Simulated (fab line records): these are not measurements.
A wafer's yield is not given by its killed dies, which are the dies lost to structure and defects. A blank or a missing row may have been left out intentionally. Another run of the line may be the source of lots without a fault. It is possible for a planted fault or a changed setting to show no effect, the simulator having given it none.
The tool behind it: which one? | flow berkeley cmos170 | 7 lots with 21 wafers sampled at 2 steps, on a route of 331 steps

WHAT THE GAUGES SHOWED, per wafer
UCB170_FIELD_THK_MEAS_02.
lot  | measured     | on            | FIELD_OXIDE_THK (nm)
L697 | day 5 18:04  | film metro-02 | 565 569 566
L700 | day 6 01:52  | film metro-03 | 563 565 559
L706 | day 7 03:27  | film metro-04 | 558 570 567
L708 | day 8 01:40  | film metro-02 | 548 538 542
L710 | day 8 01:44  | film metro-02 | 564 559 560
L716 | day 9 15:02  | film metro-04 | 547 536 546
L720 | day 10 01:36 | film metro-03 | 555 558 551

EACH LOT AND THE TOOL THAT RAN IT (in order: tool; ch and the chambers of the sampled wafers; start)
lot  | UCB170_PFIELD_STRIP_08
L697 | plasma asher-02 ch 0,1, day 5 12:02
L700 | plasma asher-02 ch 0,1, day 5 22:34
L706 | plasma asher-03 ch 0,1, day 6 20:50
L708 | plasma asher-01 ch 0,1, day 7 18:15
L710 | plasma asher-01 ch 0,1, day 7 18:37
L716 | plasma asher-03 ch 0,1, day 9 07:15
L720 | plasma asher-02 ch 0,1, day 9 19:29
- UCB170_PFIELD_STRIP_08: strips in O2.

THE ANSWER, worked out from the rows above alone
Rule: what is usual is taken from the lots themselves. Put in order of their means at a reading, lots are off if they are a third of the lots or fewer, leave a main group of 4 or more, and stand apart from it by a gap of 3 or more times the standard deviation of the main group's means; of several such gaps the widest counts. If all means in a main group match to the digits the tables above print for the reading, that group is not used. A lot without any number at a reading at which 4 lots or more have one is off too. Where the step has rows for the other lots, those lots are counted as sound.
No lot is off on any of the readings shown, so nothing can be concluded from this.

WHAT THE SIMULATOR PUT IN
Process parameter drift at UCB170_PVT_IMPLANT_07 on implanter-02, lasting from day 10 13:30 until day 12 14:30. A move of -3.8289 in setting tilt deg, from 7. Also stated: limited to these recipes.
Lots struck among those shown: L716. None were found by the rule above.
